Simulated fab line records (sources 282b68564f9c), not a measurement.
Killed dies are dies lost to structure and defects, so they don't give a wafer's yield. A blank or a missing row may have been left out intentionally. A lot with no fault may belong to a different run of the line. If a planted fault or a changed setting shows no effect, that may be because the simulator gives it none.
Comparing a struck lot with a sound one | flow rit cmos | 15 out of 202 route steps
Sound: wafers L298.1, L298.3, L298.4. The struck wafers were L312.2, L312.3, L312.4. The cause is named last.
Each step with rows lists, per side, the tool, then ch with its chambers, then its first start. Under that, the readings that differ: sound wafers | struck wafers | difference of the means | sigmas: that difference in standard deviations of wafers without a fault.
alike: readings whose means differ by less than 2 such deviations, and words and numbers that are the same on both sides. not compared: withheld readings, readings that some wafer has no value for, bounds like >300 that may hide the same value, and numbers for which the record gives no deviation and whose values overlap.
The two part at a step that has a row with sigmas, a row that says differs or no value, or rows on one side only. Numbers that don't overlap but have no deviation are shown without sigmas and don't part them. Lack of a reading on every wafer of one side parts them only where that side has two or more wafers.

first, 5 steps without rows for these wafers: RIT_NSD_COAT_01 (resist thk 1000 nm); RIT_NSD_SOFTBAKE_02 (time 60 s); RIT_NSD_EXPOSE_03 (exposes mask M9, target cd 40700 nm); RIT_NSD_PEB_04; RIT_NSD_DEVELOP_05 (develop time 50 s).
RIT_NSD_OVL_MEAS_06:
  struck on overlay-02, day 7 09:37; sound on overlay-01, day 4 11:17
  alike: NSD_OVL
then, 2 steps without rows for these wafers: RIT_NSD_HARDBAKE_07 (time 60 s); RIT_NSD_IMPLANT_08.
RIT_NSD_STRIP_09: strips in O2, time 180 s.
  sound on plasma asher-01 ch 0,1, day 4 11:43; struck on plasma asher-04 ch 0,1, day 7 09:56
  alike: drypump motor current A
  not compared: rf hours counter h
RIT_NSD_TW_MEAS_10:
  struck on film metro-04, day 7 10:07; sound on film metro-04, day 4 11:53
  alike: NSD_TW
then, 2 steps without rows for these wafers: RIT_PSD_HMDS_00 (prime time 60 s); RIT_PSD_COAT_01 (resist thk 1000 nm).
RIT_PSD_SOFTBAKE_02: time 60 s.
  sound on litho track-01 ch 0, day 4 12:19; struck on litho track-03 ch 0, day 7 10:30
  reading          | sound             | struck            | difference | sigmas
  plate temp C (C) | 89.80 89.70 89.70 | 90.06 90.01 90.19 | +0.35      | +3
  run length s (s) | 88.88 88.82 88.83 | 95.92 96.11 96.07 | +7.19      | +34
then, 1 step without rows for these wafers: RIT_PSD_EXPOSE_03 (exposes mask M10, target cd 40900 nm).
RIT_M1_PROBE_99:
  struck on prober-02, day 7 19:55; sound on prober-01, day 4 21:26
  alike: killed at front end, killed dies, killed open, killed short

WHERE THEY PART
Only at RIT_PSD_SOFTBAKE_02, within this record. Later steps at which nothing parts them and some readings are alike: RIT_M1_PROBE_99.

WHY: what had been put in by the simulator
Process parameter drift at RIT_PSD_SOFTBAKE_02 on litho track-03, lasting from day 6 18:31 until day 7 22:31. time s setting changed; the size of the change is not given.
